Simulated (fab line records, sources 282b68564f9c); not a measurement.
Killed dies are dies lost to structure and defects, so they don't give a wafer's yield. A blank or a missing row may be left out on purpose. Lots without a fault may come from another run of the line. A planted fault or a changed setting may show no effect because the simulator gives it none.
A struck lot beside a sound one | flow rit_cmos | 15 steps out of a route of 202
Sound: wafers L643.2, L643.3, L643.6. Struck: wafers L649.1, L649.3, L649.6. The cause comes at the end.
At each step with rows: each side's tool, then ch and its chambers, then its first start. Under that, the readings that differ: sound wafers | struck wafers | difference of the means | sigmas: that difference in standard deviations of wafers without a fault.
alike: readings whose means differ by less than 2 such deviations, and words and numbers that are the same on both sides. not compared: withheld readings, readings that some wafer has no value for, bounds like >300 that may hide the same value, and numbers for which the record gives no deviation and whose values overlap.
The two part at a step that has a row with sigmas, a row that says differs or no value, or rows on one side only. Numbers that don't overlap but have no deviation are shown without sigmas and don't part them. A reading that every wafer of one side lacks parts them only if that side has two wafers or more.

first, 4 steps without rows for these wafers: RIT_GATE_CLEAN_01 (cleans in SC1, time 600 s); RIT_GATE_CLEAN_02 (cleans in dHF, time 30 s); RIT_GATE_CLEAN_03 (cleans in SC2, time 600 s); RIT_GATE_CLEAN_04 (cleans in dHF, time 60 s).
RIT_FOX2_THK_MEAS_91:
  sound on film_metro-02, day 3 05:05; struck on film_metro-03, day 5 02:32
  alike: FIELD_OXIDE_LEFT_2_THK
then, 2 steps without rows for these wafers: RIT_GATE_OXIDATION_05 (target thk 3 nm, ox time 270 s); RIT_GATE_ANNEAL_06 (time 600 s).
RIT_GATE_THK_MEAS_07:
  sound on film_metro-03, day 4 02:55; struck on film_metro-02, day 5 12:17
  alike: GATE_OXIDE_THK
then, 1 step without rows for these wafers: RIT_GATE_CVD_08 (deposits poly-Si from SiH4, target thk 250 nm, time 2220 s).
RIT_GATE_THK_MEAS_09:
  sound on film_metro-03, day 4 04:36; struck on film_metro-04, day 5 14:29
  alike: GATE_POLY_THK
then, 2 steps without rows for these wafers: RIT_GATE_HMDS_10 (prime time 60 s); RIT_GATE_COAT_11 (resist thk 850 nm).
RIT_GATE_SOFTBAKE_12: time 60 s.
  sound on litho_track-02 ch 0, day 4 04:58; struck on litho_track-03 ch 0, day 5 14:51
  reading                  | sound             | struck            | difference | sigmas
  heater_power_total_W (W) | 34.49 34.51 34.63 | 35.80 35.69 35.85 | +1.24      | +24
  run_length_s (s)         | 88.94 89.01 88.99 | 82.26 82.39 82.25 | -6.68      | -42
then, 1 step without rows for these wafers: RIT_GATE_EXPOSE_13 (exposes mask M6, target cd 150 nm).
RIT_M1_PROBE_99:
  sound on prober-02, day 5 02:46; struck on prober-01, day 6 14:22
  alike: killed_at_M0_to_M3, killed_at_contacts, killed_at_front_end, killed_dies, killed_open, killed_short

WHERE THEY PART
Only at RIT_GATE_SOFTBAKE_12, within this record. Later steps at which nothing parts them and some readings are alike: RIT_M1_PROBE_99.

WHY: what the simulator had put in
Process parameter drift: litho_track-03, from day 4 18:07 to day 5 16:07, at RIT_GATE_SOFTBAKE_12. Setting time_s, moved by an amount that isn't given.
